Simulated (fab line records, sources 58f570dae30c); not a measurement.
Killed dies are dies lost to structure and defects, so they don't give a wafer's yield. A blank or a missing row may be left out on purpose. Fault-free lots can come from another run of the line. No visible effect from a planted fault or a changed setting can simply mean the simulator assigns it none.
A lot that was struck, set against a sound lot	flow berkeley cmos170	15 out of 331 route steps
Sound: wafers L674.4, L674.5, L674.6. Struck: wafers L679.3, L679.4, L679.5. At the end, the cause is stated.
At each step with rows: each side's tool, then ch and its chambers, then its first start. Under that, the readings that differ: sound wafers	struck wafers	difference of the means	sigmas: that difference in standard deviations of wafers without a fault.
alike: same words and numbers on both sides, and readings whose means sit less than 2 such deviations apart. not compared: any withheld reading, any reading some wafer has no value for, any bound like >300 that may hide the same value, and any number with overlapping values for which the record gives no deviation.
Wherever a step has rows on one side only, a row that says differs or no value, or a row with sigmas, the two part there. Numbers that have no deviation but don't overlap get no sigmas and don't part them. A reading missing from all wafers of one side parts the sides only when that side holds two or more wafers.

first, 2 steps without rows for these wafers: UCB170_GATE_ANNEAL_03 (time 1800 s); UCB170_GATE_CVD_04 (deposits poly-Si from SiH4, time 1440 s, target thk 214 nm).
UCB170_GATE_THK_MEAS_05:
  sound on film metro-03, day 9 06:38; struck on film metro-04, day 10 14:08
  alike: GATE_POLY_THK
then, 6 steps without rows for these wafers: UCB170_GATE_COAT_06; UCB170_GATE_COAT_07 (resist thk 900 nm); UCB170_GATE_SOFTBAKE_08 (time 60 s); UCB170_GATE_EXPOSE_09 (exposes mask POLY, target cd 350 nm); UCB170_GATE_PEB_10; UCB170_GATE_DEVELOP_11 (develop time 45 s).
UCB170_GATE_CD_MEAS_12: target cd 350 nm.
  sound on cd sem-01, day 9 07:34; struck on cd sem-02, day 10 15:39
  alike: cd nm
UCB170_GATE_OVL_MEAS_13:
  sound on overlay-01, day 9 07:38; struck on overlay-01, day 10 15:45
  alike: GATE_OVL
UCB170_GATE_ETCH_14: etches BARC in N2/H2.
  sound on rie diel-02 ch 2,3, day 9 07:40; struck on rie diel-02 ch 0,2,3, day 10 15:46
  alike: drypump motor current A, oes product au, throttle valve pct
UCB170_GATE_ETCH_15: etches poly-Si in HBr/Cl2, stops on SiO2, time 56.3 s, target depth 278.2 nm.
  sound on rie si-01 ch 0,1, day 9 07:42; struck on rie si-02 ch 0,2,3, day 10 15:49
reading	sound	struck	difference	sigmas
drypump motor current A (A)	4.9 4.9 5.5	6.0 6.6 6.0	+1.1	+2
oes product au (a.u.)	0.806 0.802 0.804	1.029 1.015 0.948	+0.193	+11
run length s (s)	85.4 85.3 84.5	62.5 61.9 62.1	-22.9	-57
model.GATE.feature depth nm (nm)	214 214.7 214	170.5 167.6 162.2	-47.5	
model.etch.depth nm (nm)	214 214.7 214	170.5 167.6 162.2	-47.5	
model.KrF_of_GATE_COAT_07.thk nm (nm)	780.3 780.4 784.3	820.3 822.7 822	+40.0	
  alike: throttle valve pct
  not compared: rf hours counter h
UCB170_GATE_STRIP_16: strips in O2.
  sound on plasma asher-01 ch 0,1, day 9 07:47; struck on plasma asher-03 ch 0,1, day 10 15:53
  alike: drypump motor current A, oes product au
  not compared: rf hours counter h
following that, these wafers have no rows for 1 step: UCB170_M3_PROBE_99.

## WHERE THEY PART
Within this record, at UCB170_GATE_ETCH_15 only. Later steps at which nothing parts them and some readings are alike: UCB170_GATE_STRIP_16.

WHY: what had been put in by the simulator
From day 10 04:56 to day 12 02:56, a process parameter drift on rie si-02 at UCB170_GATE_ETCH_15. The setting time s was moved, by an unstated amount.
